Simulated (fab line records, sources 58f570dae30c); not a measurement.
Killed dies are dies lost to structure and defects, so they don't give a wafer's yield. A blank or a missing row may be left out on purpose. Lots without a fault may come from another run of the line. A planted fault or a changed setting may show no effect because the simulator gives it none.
Which tool did it? | flow berkeley_cmos170 | 14 lots, 42 wafers sampled, at 5 steps of a route of 331

WHAT THE GAUGES READ, wafer by wafer
UCB170_NWELL_TW_MEAS_16.
lot  | measured    | on            | NWELL_TW
L357 | day 2 07:59 | film_metro-04 | 1261 1256 1257
L358 | day 2 11:15 | film_metro-04 | 1261 1260 1260
L360 | day 2 22:34 | film_metro-04 | 1253 1256 1261
L361 | day 3 04:14 | film_metro-04 | 1245 1244 1246
L364 | day 3 19:12 | film_metro-04 | 1243 1249 1248
L365 | day 4 04:31 | film_metro-02 | 1228 1234 1232
L366 | day 4 09:37 | film_metro-02 | 1233 1233 1233
L367 | day 4 14:00 | film_metro-02 | 1226 1225 1230
L368 | day 4 20:41 | film_metro-04 | 1249 1249 1249
L369 | day 5 00:08 | film_metro-01 | 1220 1216 1223
L370 | day 5 07:04 | film_metro-02 | 1235 1232 1232
L373 | day 5 19:12 | film_metro-02 | 1227 1229 1232
L375 | day 6 04:05 | film_metro-01 | 406 399 406
L379 | day 6 23:19 | film_metro-01 | 365 379 365

UCB170_NVT_TW_MEAS_09.
lot  | measured    | on            | NVT_TW
L357 | day 5 18:34 | film_metro-01 | 513 513 513
L358 | day 6 01:19 | film_metro-01 | 514 513 515
L360 | day 6 12:38 | film_metro-01 | 515 512 518
L361 | day 6 12:40 | film_metro-02 | 516 519 517
L364 | day 7 03:45 | film_metro-01 | 513 516 515
L365 | day 7 14:08 | film_metro-01 | 518 514 516
L366 | day 7 14:24 | film_metro-01 | 517 517 513
L367 | day 8 00:20 | film_metro-04 | 526 524 527
L368 | day 8 00:11 | film_metro-01 | 514 513 517
L369 | day 8 05:19 | film_metro-02 | 515 519 519
L370 | day 8 05:23 | film_metro-01 | 519 516 518
L373 | day 8 19:17 | film_metro-04 | 528 525 528

UCB170_V2_BOW_MEAS_03.
lot  | measured     | on            | V2_BOW (um)
L357 | day 7 17:40  | film_metro-03 | 35 29 37
L358 | day 8 09:25  | film_metro-02 | 37 33 35
L360 | day 9 01:52  | film_metro-04 | 43 44 47
L361 | day 9 02:03  | film_metro-02 | 19 38 25
L364 | day 9 11:26  | film_metro-02 | 37 21 22
L365 | day 9 19:05  | film_metro-04 | 35 42 41
L366 | day 9 19:36  | film_metro-03 | 47 49 51
L367 | day 10 06:40 | film_metro-04 | 44 41 30
L368 | day 10 07:01 | film_metro-03 | 36 34 41
L369 | day 10 06:08 | film_metro-04 | 30 40 24
L370 | day 10 06:55 | film_metro-02 | 29 30 34
L373 | day 11 01:22 | film_metro-04 | 38 24 37

WHICH TOOL RAN EACH LOT (tool, then ch and the chambers of the sampled wafers, then the start)
lot  | UCB170_NWELL_DEVELOP_11          | UCB170_GATE_ETCH_14
L357 | litho_track-01 ch 0, day 2 07:00 | rie_diel-01 ch 1,2, day 6 08:16
L358 | litho_track-02 ch 0, day 2 10:00 | rie_diel-01 ch 0,1,3, day 6 15:45
L360 | litho_track-03 ch 0, day 2 22:00 | rie_diel-01 ch 0,2,3, day 7 06:03
L361 | litho_track-03 ch 0, day 3 03:00 | rie_diel-02 ch 0,1, day 7 05:47
L364 | litho_track-01 ch 0, day 3 18:00 | rie_diel-01 ch 0,1,3, day 7 19:26
L365 | litho_track-02 ch 0, day 4 04:00 | rie_diel-01 ch 0,2, day 8 05:21
L366 | litho_track-01 ch 0, day 4 09:00 | rie_diel-03 ch 0,1,3, day 8 05:31
L367 | litho_track-01 ch 0, day 4 13:00 | rie_diel-02 ch 0,2,3, day 8 17:55
L368 | litho_track-03 ch 0, day 4 20:00 | rie_diel-01 ch 0,2, day 8 18:24
L369 | litho_track-03 ch 0, day 4 23:00 | rie_diel-01 ch 0,1,2, day 8 17:42
L370 | litho_track-03 ch 0, day 5 06:00 | rie_diel-03 ch 0,1,2, day 8 17:48
L373 | litho_track-01 ch 0, day 5 18:00 | rie_diel-02 ch 0,1,2, day 9 12:16
L375 | litho_track-02 ch 0, day 6 03:00 | -
L379 | litho_track-02 ch 0, day 6 22:00 | -
- UCB170_NWELL_DEVELOP_11: develop time 45 s.
- UCB170_GATE_ETCH_14: etches BARC in N2/H2.

WHAT THE TOOLS THEMSELVES READ (means of the sampled wafers that have a number; where no wafer has one, the mark that the record gives instead)
UCB170_GATE_ETCH_14.
lot  | tool        | drypump_motor_current_A (A) | oes_product_au (a.u.) | throttle_valve_pct (%)
L357 | rie_diel-01 | 5.5                         | 0.999                 | 13.33
L358 | rie_diel-01 | 5.9                         | 1.009                 | 13.26
L360 | rie_diel-01 | 6.1                         | 1.008                 | 13.37
L361 | rie_diel-02 | 6.1                         | 1.007                 | 13.42
L364 | rie_diel-01 | 5.9                         | 1.010                 | 13.26
L365 | rie_diel-01 | 5.9                         | 1.010                 | 13.28
L366 | rie_diel-03 | 5.9                         | 1.021                 | 13.31
L367 | rie_diel-02 | 6.1                         | 1.005                 | 13.47
L368 | rie_diel-01 | 5.9                         | 1.003                 | 13.40
L369 | rie_diel-01 | 5.7                         | 1.003                 | 13.30
L370 | rie_diel-03 | 6.1                         | 1.020                 | 13.53
L373 | rie_diel-02 | 6.1                         | 1.012                 | 13.46

THE ANSWER, worked out from the rows above alone
Rule: what is usual is taken from the lots themselves. Put in order of their means at a reading, lots are off if they are a third of the lots or fewer, leave a main group of 4 or more, and stand apart from it by a gap of 3 or more times the standard deviation of the main group's means; of several such gaps the widest counts. A main group whose means are all the same, to the digits that the tables above print for the reading, isn't used. A lot without any number at a reading at which 4 lots or more have one is off too. The other lots that the step has rows for count as sound. The gauges are gone through in route order, then the tools' own readings, and for those a lot's mean is taken as printed above. The first step at which some lot is off is used, and at that step the reading that is off furthest; a lot without a number counts as furthest.
Off: L375, L379, at UCB170_NWELL_TW_MEAS_16 (NWELL_TW). The main group: mean 1241, standard deviation 13.
A tool fits if, at a process step before that reading, it ran every lot that is off, and no sound lot after the first of them. The gauges at UCB170_NWELL_TW_MEAS_16 are tried like those tools. Can't be told from this: 2 tools fit, litho_track-02 at UCB170_NWELL_DEVELOP_11, film_metro-01 at UCB170_NWELL_TW_MEAS_16.

WHAT THE SIMULATOR HAD PUT IN
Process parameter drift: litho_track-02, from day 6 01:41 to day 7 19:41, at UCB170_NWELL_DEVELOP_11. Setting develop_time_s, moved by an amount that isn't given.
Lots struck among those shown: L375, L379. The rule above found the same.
